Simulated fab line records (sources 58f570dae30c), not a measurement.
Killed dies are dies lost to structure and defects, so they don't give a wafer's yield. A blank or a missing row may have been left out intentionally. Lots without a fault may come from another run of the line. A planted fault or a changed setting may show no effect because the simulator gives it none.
Shared-tool check	flow berkeley_cmos170	42 wafers sampled across 14 lots

## WHY IT WAS OPENED
Of 14 lots, 2 have the reading PVT_TW flagged at UCB170_PVT_TW_MEAS_09. Fault-free wafers read 508.4, with a standard deviation of 2.4.
Rule: a lot gets a flag if all its wafers with a number sit over 4 standard deviations from that mean, or if no wafer of it has a number. As for the other lots, they are considered sound.

lot	measured	on	PVT_TW, wafer by wafer	flag
L733	day 5 16:24	film_metro-02	509.9 510.1 508.9	
L734	day 6 10:55	film_metro-02	507.5 507.9 508.3	
L737	day 6 22:19	film_metro-01	510.2 511.8 512.3	
L738	day 6 22:30	film_metro-04	29.9 30.0 30.1	FLAGGED
L735	day 6 22:52	film_metro-02	29.8 30.0 29.8	FLAGGED
L740	day 7 11:02	film_metro-02	508.7 509.5 507.8	
L742	day 7 22:56	film_metro-01	511.1 510.2 510.1	
L748	day 8 20:37	film_metro-02	507.5 506.1 508.3	
L750	day 9 11:23	film_metro-01	510.0 510.5 508.6	
L752	day 9 20:19	film_metro-02	507.9 510.4 509.3	
L751	day 9 20:35	film_metro-02	511.3 511.4 508.1	
L753	day 10 00:08	film_metro-04	507.7 504.6 505.8	
L754	day 10 16:39	film_metro-02	508.7 505.4 505.7	
L755	day 10 17:21	film_metro-02	508.2 506.2 508.9	
Flagged lots average 29.9: -478.5 relative to the usual, that is -99 or more standard deviations.

## EACH LOT AND THE TOOL IT RAN ON
2 process steps preceding the reading are held in the record, out of 331 steps in the route. Read each cell as the tool, then ch plus the chambers that the sampled wafers visited, then the start.
lot	flag	UCB170_NVT_STRIP_08	UCB170_PVT_STRIP_08
L733		plasma_asher-01 ch 0,1, day 5 14:43	plasma_asher-03 ch 0,1, day 5 16:17
L734		plasma_asher-02 ch 0,1, day 6 09:20	plasma_asher-02 ch 0,1, day 6 10:49
L737		plasma_asher-02 ch 0,1, day 6 20:49	plasma_asher-04 ch 0,1, day 6 22:13
L738	FLAGGED	plasma_asher-03 ch 0,1, day 6 21:02	plasma_asher-02 ch 0,1, day 6 22:24
L735	FLAGGED	plasma_asher-01 ch 0,1, day 6 21:11	plasma_asher-04 ch 0,1, day 6 22:46
L740		plasma_asher-02 ch 0,1, day 7 08:50	plasma_asher-03 ch 0,1, day 7 10:55
L742		plasma_asher-03 ch 1, day 7 20:43	plasma_asher-02 ch 0, day 7 22:43
L748		plasma_asher-03 ch 0,1, day 8 19:01	plasma_asher-03 ch 0,1, day 8 20:31
L750		plasma_asher-01 ch 0,1, day 9 04:27	plasma_asher-02 ch 0,1, day 9 11:16
L752		plasma_asher-01 ch 0,1, day 9 18:25	plasma_asher-03 ch 0,1, day 9 20:13
L751		plasma_asher-03 ch 0,1, day 9 18:36	plasma_asher-04 ch 0,1, day 9 20:29
L753		plasma_asher-01 ch 0,1, day 9 22:21	plasma_asher-03 ch 0,1, day 10 00:00
L754		plasma_asher-01 ch 0,1, day 10 14:21	plasma_asher-02 ch 0,1, day 10 16:32
L755		plasma_asher-03 ch 0,1, day 10 14:55	plasma_asher-03 ch 0,1, day 10 17:14
These steps, and what they do:
- UCB170_NVT_STRIP_08: strips in O2.
- UCB170_PVT_STRIP_08: strips in O2.
- UCB170_PVT_TW_MEAS_09

## FLAGGED OVER TOTAL, TOOL BY TOOL (the gauges that took the reading come last)
step	tool	lots run	flagged	share of the flagged lots	sound lots run after its first flagged lot
UCB170_NVT_STRIP_08	plasma_asher-01	6	1	some	4 (L750,L752,L753,L754)
UCB170_NVT_STRIP_08	plasma_asher-02	3	0	none	-
UCB170_NVT_STRIP_08	plasma_asher-03	5	1	some	4 (L742,L748,L751,L755)
UCB170_PVT_STRIP_08	plasma_asher-02	5	1	some	3 (L742,L750,L754)
UCB170_PVT_STRIP_08	plasma_asher-03	6	0	none	-
UCB170_PVT_STRIP_08	plasma_asher-04	3	1	some	1 (L751)
UCB170_PVT_TW_MEAS_09	film_metro-01	3	0	none	-
UCB170_PVT_TW_MEAS_09	film_metro-02	9	1	some	6 (L740,L748,L752,L751,L754,L755)
UCB170_PVT_TW_MEAS_09	film_metro-04	2	1	some	1 (L753)

## WHAT THE TABLE PERMITS
No row of the table ran every flagged lot.

## WHAT THE SIMULATOR HAD INSERTED
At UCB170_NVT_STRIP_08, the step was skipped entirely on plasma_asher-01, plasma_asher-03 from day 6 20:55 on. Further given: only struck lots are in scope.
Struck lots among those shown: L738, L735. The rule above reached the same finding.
